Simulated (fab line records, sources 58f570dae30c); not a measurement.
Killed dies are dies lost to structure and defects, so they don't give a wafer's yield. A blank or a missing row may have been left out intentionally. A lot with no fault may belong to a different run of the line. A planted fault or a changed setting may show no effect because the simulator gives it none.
Which of the tools did it? | flow berkeley cmos170 | Sampling: 16 lots, 48 wafers, 4 of 331 route steps

## WHAT THE GAUGES SHOWED, per wafer
UCB170_PWELL_TW_MEAS_17. Usual: PWELL_TW 379.5, standard deviation 2.6.
lot  | measured    | on            | PWELL_TW          | flag
L438 | day 3 13:07 | film metro-03 | 379.1 377.8 380.0 |
L440 | day 3 23:57 | film metro-03 | 379.5 377.8 378.8 |
L439 | day 4 00:13 | film metro-04 | 383.0 379.2 381.3 |
L441 | day 4 08:22 | film metro-03 | 379.8 380.5 380.6 |
L442 | day 4 08:32 | film metro-03 | 379.9 383.1 381.8 |
L444 | day 4 20:36 | film metro-03 | 378.4 380.3 380.9 |
L445 | day 4 20:53 | film metro-04 | 381.0 384.4 381.2 |
L447 | day 5 08:14 | film metro-04 | 376.9 378.5 378.2 |
L449 | day 5 17:50 | film metro-03 | 382.6 380.2 379.0 |
L448 | day 5 18:23 | film metro-04 | 379.0 379.1 379.4 |
L450 | day 6 01:34 | film metro-03 | 383.9 382.5 382.3 |
L451 | day 6 01:48 | film metro-03 | 380.3 382.1 377.6 |
L453 | day 6 09:03 | film metro-04 | 814.2 812.6 812.3 | OFF
L452 | day 6 09:06 | film metro-02 | 799.3 798.0 795.7 | OFF
L454 | day 6 23:07 | film metro-03 | 817.5 820.9 814.4 | OFF
L455 | day 6 23:13 | film metro-02 | 805.0 800.7 802.3 | OFF

UCB170_PSD_OVL_MEAS_07. Usual: PSD_OVL -6 nm, standard deviation 5.6.
lot  | measured     | on         | PSD_OVL (nm) | flag
L438 | day 8 03:33  | overlay-01 | -12 -13 -19  |
L440 | day 8 19:39  | overlay-01 | -19 -14 -11  |
L439 | day 8 19:17  | overlay-02 | 0 6 9        |
L441 | day 8 19:46  | overlay-02 | -3 -9 -7     |
L442 | day 8 19:25  | overlay-01 | -2 -7 -12    |
L444 | day 9 12:49  | overlay-01 | -1 -4 1      |
L445 | day 9 12:41  | overlay-02 | -12 -4 -6    |
L447 | day 10 04:06 | overlay-01 | 2 -7 -2      |
L449 | day 10 10:07 | overlay-01 | -8 -15 -13   |
L448 | day 10 09:50 | overlay-01 | 6 2 0        |
L450 | day 11 00:22 | overlay-02 | 2 2 1        |
L451 | day 11 00:15 | overlay-01 | -9 5 -6      |

UCB170_NSD_OVL_MEAS_07. Usual: NSD_OVL -1 nm, standard deviation 5.4.
lot  | measured     | on         | NSD_OVL (nm) | flag
L438 | day 8 05:18  | overlay-01 | -7 -13 -11   |
L440 | day 8 21:41  | overlay-02 | 3 10 8       |
L439 | day 8 20:57  | overlay-02 | 0 -2 -2      |
L441 | day 8 21:41  | overlay-01 | -2 -6 3      |
L442 | day 8 21:29  | overlay-01 | -9 4 -4      |
L444 | day 9 14:46  | overlay-02 | -4 1 3       |
L445 | day 9 14:33  | overlay-02 | 6 -4 -1      |
L447 | day 10 05:53 | overlay-02 | -3 0 -3      |
L449 | day 10 12:35 | overlay-01 | -4 -9 -4     |
L448 | day 10 11:52 | overlay-02 | -3 -3 -2     |
L450 | day 11 05:01 | overlay-02 | -12 -6 -3    |
L451 | day 11 04:22 | overlay-01 | 3 2 4        |

## WHICH TOOL RAN EACH LOT (tool, then ch and the chambers of the sampled wafers, then the start)
lot  | UCB170_PWELL_IMPLANT_15
L438 | implanter-03 ch 0, day 3 12:52
L440 | implanter-04 ch 0, day 3 23:43
L439 | implanter-02 ch 0, day 3 23:58
L441 | implanter-02 ch 0, day 4 08:07
L442 | implanter-04 ch 0, day 4 08:17
L444 | implanter-03 ch 0, day 4 20:21
L445 | implanter-04 ch 0, day 4 20:39
L447 | implanter-04 ch 0, day 5 08:01
L449 | implanter-02 ch 0, day 5 17:35
L448 | implanter-04 ch 0, day 5 18:08
L450 | implanter-02 ch 0, day 6 01:19
L451 | implanter-04 ch 0, day 6 01:32
L453 | implanter-02 ch 0, day 6 08:48
L452 | implanter-04 ch 0, day 6 08:51
L454 | implanter-02 ch 0, day 6 22:52
L455 | implanter-03 ch 0, day 6 22:58
- UCB170_PWELL_IMPLANT_15

## AS READ BY THE TOOLS THEMSELVES (means over the sampled wafers that have a number; for cases with no such wafer, the mark the record gives instead)
The record holds no such reading with a usual standard deviation.

## THE ANSWER, worked out from the rows above alone
Rule: lot off if the mean of its wafers having a number is beyond 3 standard deviations from the usual mean. A lot without any number at a reading at which 4 lots or more have one is off too. Where the step has rows for the other lots, those lots are counted as sound. First the gauges in route order, then the tools' own readings, where a lot's mean is used as printed above. The first step at which some lot is off is used, and at that step the reading that is off furthest; a lot without a number counts as furthest.
Off: at UCB170_PWELL_TW_MEAS_17 (PWELL_TW), L453, L452, L454, L455.
If a tool, at a process step before that reading, ran all the lots that are off and no sound lot after the first of them, it fits. Gauges at UCB170_PWELL_TW_MEAS_17: tried the same way as those tools. Of those tried, none fits.

## WHAT THE SIMULATOR HAD INSERTED
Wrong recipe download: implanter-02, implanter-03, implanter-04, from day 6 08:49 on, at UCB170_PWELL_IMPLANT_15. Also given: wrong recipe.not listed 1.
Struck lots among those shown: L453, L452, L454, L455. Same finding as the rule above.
